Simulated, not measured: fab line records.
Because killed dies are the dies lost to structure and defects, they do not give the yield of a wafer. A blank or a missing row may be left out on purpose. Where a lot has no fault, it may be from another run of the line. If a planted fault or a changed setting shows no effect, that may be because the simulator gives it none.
Lot-split experiment || flow rit cmos || 23 wafers read across 5 lots, on a route 202 steps long

== THE SPLIT ==
At RIT_NRETRO_COAT_01 (resist thk 1300 nm), the setting resist thk nm was moved away from the recipe's 1300 nm on 9 of the 23 wafers read, by -2.8% to +5.4%. This setting was run at the recipe's value on the other wafers.

== FROM THE SPLIT TO THE READING: what the file shows between them, 3 steps ==
- RIT_NRETRO_SOFTBAKE_02: time 60 s
- RIT_NRETRO_EXPOSE_03: exposes mask M4, target cd 43900 nm
- RIT_NRETRO_DEVELOP_05: develop time 68 s

== THE READING ==
NOVOLAK_of_NRETRO_COAT_01.thk nm (the simulator's own value, which no gauge read), in nm, at RIT_NRETRO_HARDBAKE_07 (time 120 s). The file gives no usual value for it. Across the 14 wafers here that went through the recipe, the average is 1139 nm and the standard deviation 1.9 nm.

{"wafer": "L076.1", "tool, chamber at the split": "litho track-01, 0", "resist thk nm as run, nm": 1300, "against the recipe": "recipe", "NOVOLAK_of_NRETRO_COAT_01.thk nm, nm": 1138, "against lot-mates on the recipe": "-"}
{"wafer": "L076.2", "tool, chamber at the split": "litho track-01, 0", "resist thk nm as run, nm": 1370, "against the recipe": "+5.4%", "NOVOLAK_of_NRETRO_COAT_01.thk nm, nm": 1200, "against lot-mates on the recipe": "+60"}
{"wafer": "L076.5", "tool, chamber at the split": "litho track-01, 0", "resist thk nm as run, nm": 1370, "against the recipe": "+5.4%", "NOVOLAK_of_NRETRO_COAT_01.thk nm, nm": 1200, "against lot-mates on the recipe": "+60"}
{"wafer": "L076.4", "tool, chamber at the split": "litho track-01, 0", "resist thk nm as run, nm": 1300, "against the recipe": "recipe", "NOVOLAK_of_NRETRO_COAT_01.thk nm, nm": 1143, "against lot-mates on the recipe": "-"}
{"wafer": "L076.6", "tool, chamber at the split": "litho track-01, 0", "resist thk nm as run, nm": 1300, "against the recipe": "recipe", "NOVOLAK_of_NRETRO_COAT_01.thk nm, nm": 1139, "against lot-mates on the recipe": "-"}
{"wafer": "L078.1", "tool, chamber at the split": "litho track-03, 0", "resist thk nm as run, nm": 1280, "against the recipe": "-1.5%", "NOVOLAK_of_NRETRO_COAT_01.thk nm, nm": 1121, "against lot-mates on the recipe": -19}
{"wafer": "L078.2", "tool, chamber at the split": "litho track-03, 0", "resist thk nm as run, nm": 1300, "against the recipe": "recipe", "NOVOLAK_of_NRETRO_COAT_01.thk nm, nm": 1141, "against lot-mates on the recipe": "-"}
{"wafer": "L078.3", "tool, chamber at the split": "litho track-03, 0", "resist thk nm as run, nm": 1280, "against the recipe": "-1.5%", "NOVOLAK_of_NRETRO_COAT_01.thk nm, nm": 1122, "against lot-mates on the recipe": -18}
{"wafer": "L078.4", "tool, chamber at the split": "litho track-03, 0", "resist thk nm as run, nm": 1300, "against the recipe": "recipe", "NOVOLAK_of_NRETRO_COAT_01.thk nm, nm": 1138, "against lot-mates on the recipe": "-"}
{"wafer": "L078.5", "tool, chamber at the split": "litho track-03, 0", "resist thk nm as run, nm": 1300, "against the recipe": "recipe", "NOVOLAK_of_NRETRO_COAT_01.thk nm, nm": 1140, "against lot-mates on the recipe": "-"}
{"wafer": "L079.1", "tool, chamber at the split": "litho track-01, 0", "resist thk nm as run, nm": 1300, "against the recipe": "recipe", "NOVOLAK_of_NRETRO_COAT_01.thk nm, nm": 1138, "against lot-mates on the recipe": "-"}
{"wafer": "L079.2", "tool, chamber at the split": "litho track-01, 0", "resist thk nm as run, nm": 1264, "against the recipe": "-2.8%", "NOVOLAK_of_NRETRO_COAT_01.thk nm, nm": 1107, "against lot-mates on the recipe": -32}
{"wafer": "L079.6", "tool, chamber at the split": "litho track-01, 0", "resist thk nm as run, nm": 1264, "against the recipe": "-2.8%", "NOVOLAK_of_NRETRO_COAT_01.thk nm, nm": 1107, "against lot-mates on the recipe": -32}
{"wafer": "L079.3", "tool, chamber at the split": "litho track-01, 0", "resist thk nm as run, nm": 1300, "against the recipe": "recipe", "NOVOLAK_of_NRETRO_COAT_01.thk nm, nm": 1139, "against lot-mates on the recipe": "-"}
{"wafer": "L079.5", "tool, chamber at the split": "litho track-01, 0", "resist thk nm as run, nm": 1264, "against the recipe": "-2.8%", "NOVOLAK_of_NRETRO_COAT_01.thk nm, nm": 1111, "against lot-mates on the recipe": -28}
{"wafer": "L081.1", "tool, chamber at the split": "litho track-01, 0", "resist thk nm as run, nm": 1300, "against the recipe": "recipe", "NOVOLAK_of_NRETRO_COAT_01.thk nm, nm": 1137, "against lot-mates on the recipe": "-"}
{"wafer": "L081.6", "tool, chamber at the split": "litho track-01, 0", "resist thk nm as run, nm": 1300, "against the recipe": "recipe", "NOVOLAK_of_NRETRO_COAT_01.thk nm, nm": 1137, "against lot-mates on the recipe": "-"}
{"wafer": "L081.3", "tool, chamber at the split": "litho track-01, 0", "resist thk nm as run, nm": 1300, "against the recipe": "recipe", "NOVOLAK_of_NRETRO_COAT_01.thk nm, nm": 1136, "against lot-mates on the recipe": "-"}
{"wafer": "L084.1", "tool, chamber at the split": "litho track-04, 0", "resist thk nm as run, nm": 1300, "against the recipe": "recipe", "NOVOLAK_of_NRETRO_COAT_01.thk nm, nm": 1141, "against lot-mates on the recipe": "-"}
{"wafer": "L084.2", "tool, chamber at the split": "litho track-04, 0", "resist thk nm as run, nm": 1358, "against the recipe": "+4.5%", "NOVOLAK_of_NRETRO_COAT_01.thk nm, nm": 1190, "against lot-mates on the recipe": "+51"}
{"wafer": "L084.3", "tool, chamber at the split": "litho track-04, 0", "resist thk nm as run, nm": 1300, "against the recipe": "recipe", "NOVOLAK_of_NRETRO_COAT_01.thk nm, nm": 1137, "against lot-mates on the recipe": "-"}
{"wafer": "L084.4", "tool, chamber at the split": "litho track-04, 0", "resist thk nm as run, nm": 1358, "against the recipe": "+4.5%", "NOVOLAK_of_NRETRO_COAT_01.thk nm, nm": 1188, "against lot-mates on the recipe": "+49"}
{"wafer": "L084.6", "tool, chamber at the split": "litho track-04, 0", "resist thk nm as run, nm": 1300, "against the recipe": "recipe", "NOVOLAK_of_NRETRO_COAT_01.thk nm, nm": 1138, "against lot-mates on the recipe": "-"}

THE FIT
A straight line over all 23 wafers: NOVOLAK_of_NRETRO_COAT_01.thk nm changes by +11.3 nm for each +1% of resist thk nm; r = +1.00; the points scatter about the line by 1.7 nm.
The same after taking each lot's own level away (the mean of its wafers on the recipe; 23 wafers): +11.2 nm for each +1%; r = +1.00; scatter 1.5 nm.
According to that fit, moving resist thk nm by its largest amount changes the reading by 60 nm.
The span of the lots' own levels, 1136.7 to 1140.0 nm, comes to 1.8 times the standard deviation stated above.
Consequently the slope shifts little with the lot-to-lot level, the two slopes agreeing.
Check: +60.2 nm against its lot-mates is what the line predicts for one of the wafers moved furthest among these (+5.4%) when that wafer is left out of the fit. It came out at +60 nm against them.

== ADDITIONAL SPLITS CARRIED BY THESE WAFERS ==
Before the reading, these wafers also passed through other splits. Each is held against what the fit with the lots' levels taken away leaves over:
{"other split on the same wafers": "RIT_ACTIVE_OXIDATION_01 ox time s", "wafers away from the commonest value": 10, "r with NOVOLAK_of_NRETRO_COAT_01.thk nm (lot level and that fit taken away)": "+0.20"}
{"other split on the same wafers": "RIT_ACTIVE_COAT_06 spin rpm", "wafers away from the commonest value": 8, "r with NOVOLAK_of_NRETRO_COAT_01.thk nm (lot level and that fit taken away)": "+0.03"}
{"other split on the same wafers": "RIT_ACTIVE_STRIP_14 pressure mtorr", "wafers away from the commonest value": 5, "r with NOVOLAK_of_NRETRO_COAT_01.thk nm (lot level and that fit taken away)": -0.17}
{"other split on the same wafers": "RIT_NWELL_IMPLANT_08 energy kev", "wafers away from the commonest value": 10, "r with NOVOLAK_of_NRETRO_COAT_01.thk nm (lot level and that fit taken away)": -0.32}
{"other split on the same wafers": "RIT_PWELL_IMPLANT_08 dose cm2", "wafers away from the commonest value": 7, "r with NOVOLAK_of_NRETRO_COAT_01.thk nm (lot level and that fit taken away)": -0.12}

== THE WHOLE CHAIN: every reading that the file lists as answering this split, in the file's order ==
{"step": "RIT_NRETRO_COAT_01", "what it does": "resist thk 1300 nm", "reading": "NOVOLAK_of_NRETRO_COAT_01.thk nm (the simulator's own value, which no gauge read)", "change (the file's fit)": "+13 nm for each +1% of the setting", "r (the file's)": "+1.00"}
{"step": "RIT_NRETRO_HARDBAKE_07", "what it does": "time 120 s", "reading": "NOVOLAK_of_NRETRO_COAT_01.thk nm (the simulator's own value, which no gauge read)", "change (the file's fit)": "+11.2 nm for each +1% of the setting", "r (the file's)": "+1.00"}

== THE FILE'S OWN FIT ==
NOVOLAK_of_NRETRO_COAT_01.thk nm changes by +11.2 nm for each +1% of resist thk nm, r = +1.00.
